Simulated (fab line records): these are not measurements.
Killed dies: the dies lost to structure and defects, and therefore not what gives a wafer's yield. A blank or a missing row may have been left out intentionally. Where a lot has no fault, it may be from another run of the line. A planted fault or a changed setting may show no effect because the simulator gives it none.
Which tool did it? :: flow ritCmos :: 7 lots with 21 wafers sampled at 2 steps, on a route of 202 steps

WHAT THE GAUGES READ, wafer by wafer
RIT_ACTIVE_THK_MEAS_02.
lot: L278
measured: day 1 17:04
on: filmMetro-01
ACTIVE_OXIDE_THK (nm): 45.8 46.3 47.2

lot: L281
measured: day 2 08:03
on: filmMetro-04
ACTIVE_OXIDE_THK (nm): 45.3 45.8 46.0

lot: L284
measured: day 2 23:03
on: filmMetro-01
ACTIVE_OXIDE_THK (nm): 47.3 47.6 46.7

lot: L286
measured: day 3 09:03
on: filmMetro-03
ACTIVE_OXIDE_THK (nm): 47.7 47.5 47.9

lot: L292
measured: day 4 15:04
on: filmMetro-03
ACTIVE_OXIDE_THK (nm): 62.0 61.8 61.9

lot: L295
measured: day 5 06:04
on: filmMetro-03
ACTIVE_OXIDE_THK (nm): 62.1 61.2 61.5

lot: L298
measured: day 5 21:04
on: filmMetro-04
ACTIVE_OXIDE_THK (nm): 46.8 48.0 47.6

WHICH TOOL RAN EACH LOT (tool, then ch and the chambers of the sampled wafers, then the start)
lot: L278
RIT_ACTIVE_OXIDATION_01: furnace-01 ch 0, day 1 15:07

lot: L281
RIT_ACTIVE_OXIDATION_01: furnace-04 ch 0, day 2 06:07

lot: L284
RIT_ACTIVE_OXIDATION_01: furnace-02 ch 0, day 2 21:07

lot: L286
RIT_ACTIVE_OXIDATION_01: furnace-04 ch 0, day 3 07:07

lot: L292
RIT_ACTIVE_OXIDATION_01: furnace-02 ch 0, day 4 13:07

lot: L295
RIT_ACTIVE_OXIDATION_01: furnace-02 ch 0, day 5 04:07

lot: L298
RIT_ACTIVE_OXIDATION_01: furnace-01 ch 0, day 5 19:07
- RIT_ACTIVE_OXIDATION_01: target thk 46.8 nm, ox time 3360 s.

THE ANSWER, worked out from the rows above alone
Rule: usual is defined by the lots themselves. The widest of any qualifying gaps counts: lots, ordered by their means at a reading, are off when they make up no more than a third of the lots, leave a main group of 4 or more, and stand apart from it by 3 or more times the standard deviation of that group's means. The tables above print the reading to a certain number of digits; a main group whose means all agree to those digits is not used. A lot without any number at a reading at which 4 lots or more have one is off too. The other lots that the step has rows for count as sound.
Off: at RIT_ACTIVE_THK_MEAS_02 (ACTIVE_OXIDE_THK), L292, L295. For the main group the mean is 46.9 nm and the standard deviation 0.74.
A tool fits if, at a process step before that reading, it ran every lot that is off, and no sound lot after the first of them. Gauges at RIT_ACTIVE_THK_MEAS_02: tried the same way as those tools. 2 tools fit, furnace-02 at RIT_ACTIVE_OXIDATION_01 and filmMetro-03 at RIT_ACTIVE_THK_MEAS_02, so this cannot tell which one it is.

WHAT THE SIMULATOR PUT IN
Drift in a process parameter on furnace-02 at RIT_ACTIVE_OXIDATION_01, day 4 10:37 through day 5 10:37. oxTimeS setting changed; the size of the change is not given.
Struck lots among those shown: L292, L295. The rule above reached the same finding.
